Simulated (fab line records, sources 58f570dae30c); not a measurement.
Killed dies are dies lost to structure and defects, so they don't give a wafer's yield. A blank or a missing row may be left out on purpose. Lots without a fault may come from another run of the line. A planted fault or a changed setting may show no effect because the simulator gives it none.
One fault seen from 2 desks | flow berkeley_cmos170 | each desk has only its own numbers; what lay behind them comes last

THE METROLOGY DESK
What the gauges read, lot by lot, whatever tool the lot ran on: means of the sampled wafers that have a number. A lot is out of limits, marked OUT, if its mean lies more than 4 standard deviations from the usual mean; the brackets give that distance.
Columns: A = PSD_RS at UCB170_SDANNEAL_RS_MEAS_02, usual 75.6 ohm/sq; B = NSD_RS at UCB170_SDANNEAL_RS_MEAS_03, usual 37.27 ohm/sq; C = PLDD_RS at UCB170_SDANNEAL_RS_MEAS_04, usual 1032.6 ohm/sq; D = NLDD_RS at UCB170_SDANNEAL_RS_MEAS_05, usual 616.5 ohm/sq; E = SILICIDE_TI_RS at UCB170_SILICIDE_RS_MEAS_02, usual 26.1 ohm/sq; F = SILICIDE_TI_THK at UCB170_SILICIDE_THK_MEAS_03, usual 30.0 nm
lot  | first seen here | A    | B     | C      | D     | E              | F
L116 | day 10 14:41    | 75.2 | 37.22 | 1033.3 | 616.3 | 26.4           | 29.7
L117 | day 10 15:06    | 75.5 | 37.39 | 1029.8 | 617.0 | 26.4           | 29.8
L124 | day 11 18:04    | 75.7 | 37.28 | 1034.4 | 617.3 | 26.3           | 29.8
L128 | day 12 03:23    | 75.4 | 37.22 | 1029.6 | 614.2 | 16.8 (-24) OUT | 48.9 (+50) OUT
L129 | day 12 06:31    | 75.5 | 37.12 | 1032.8 | 616.2 | 12.1 (-37) OUT | 58.7 (+76) OUT
L130 | day 12 07:24    | 75.6 | 37.35 | 1033.9 | 618.6 | 26.4           | 29.9
This desk's finding: out of limits on L128, L129; first on L128, day 12 03:58 (SILICIDE_TI_RS at UCB170_SILICIDE_RS_MEAS_02). In limits: L116, L117, L124, L130.

THE TOOL OWNER'S DESK: pvd_sputter-03
The tool's own readings at UCB170_SILICIDE_SPUTTER_01 (material Ti, target thk 30 nm, time 25 s): means of the sampled wafers that have a number, for each lot that ran on this tool. A lot is out of limits, marked OUT, if its mean lies more than 4 standard deviations from the usual mean; the brackets give that distance.
Columns: A = throttle_valve_pct at UCB170_SILICIDE_SPUTTER_01, usual 30.4 %
lot  | first seen here | A
L116 | day 10 15:11    | 30.0
L128 | day 12 03:56    | 30.2
L129 | day 12 07:01    | 30.5
This desk's finding: nothing out of limits on any of the 3 lots.

PUT TOGETHER
The metrology desk could have raised an alarm at day 12 03:58, on L128, L129.
The tool owner's desk saw nothing out of limits.
The tool owner's desk has L128, L129 on record, within its limits.
Of the lots named, all ran UCB170_SILICIDE_SPUTTER_01 on pvd_sputter-03.

WHAT THE SIMULATOR HAD PUT IN
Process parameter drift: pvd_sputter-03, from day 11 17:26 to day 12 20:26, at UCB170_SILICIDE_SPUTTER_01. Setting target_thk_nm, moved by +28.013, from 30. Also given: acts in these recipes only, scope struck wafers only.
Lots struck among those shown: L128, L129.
Hours from the fault's start to each desk's first reading out of limits: the metrology desk, 11.
